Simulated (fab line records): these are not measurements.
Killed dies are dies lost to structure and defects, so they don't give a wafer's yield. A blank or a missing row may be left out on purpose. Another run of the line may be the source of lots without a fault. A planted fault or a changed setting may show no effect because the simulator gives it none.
Chamber matching :: flow rit-cmos :: rie-diel-03 running RIT_CONTACT_ETCH_11: 3 sister chambers
The step etches SiO2 in CHF3/CF4/Ar, stops on TiSi2, target depth 480 nm, time 320 s. 3 wafers are shown with their chamber, then 4 later ones without.

WAFERS, EACH WITH ITS CHAMBER
wafer: L699.4
chamber: 1
throttle-valve-pct (%): 9.10

wafer: L705.1
chamber: 2
throttle-valve-pct (%): 8.96

wafer: L705.2
chamber: 0
throttle-valve-pct (%): 8.67

WAFERS WHOSE CHAMBER IS MISSING
wafer: L711.1
throttle-valve-pct (%): 8.64

wafer: L711.2
throttle-valve-pct (%): 8.97

wafer: L712.2
throttle-valve-pct (%): 8.94

wafer: L712.6
throttle-valve-pct (%): 8.97

EACH ONE'S CHAMBER
wafer: L711.1
from the rows above: 0
in truth: 0

wafer: L711.2
from the rows above: 2
in truth: 2

wafer: L712.2
from the rows above: 2
in truth: 2

wafer: L712.6
from the rows above: 2
in truth: 2
Correct placement for 4 of the 4. Number that these rows cannot place: 0. Wrongly placed: 0.
How it was worked out, from the rows above alone: a wafer's distance from a chamber is the root of the sum, over the readings, of the square of ((its reading less the chamber's mean) divided by the reading's scatter). If the next closest chamber is less than 2 further off than the closest, the wafer can't be placed; otherwise it belongs to the closest. For every chamber, the mean is computed from those of its wafers that are shown. The scatter: with one shown wafer a chamber, the root of the mean of the squares of how far each hidden wafer lies from its nearest shown one.
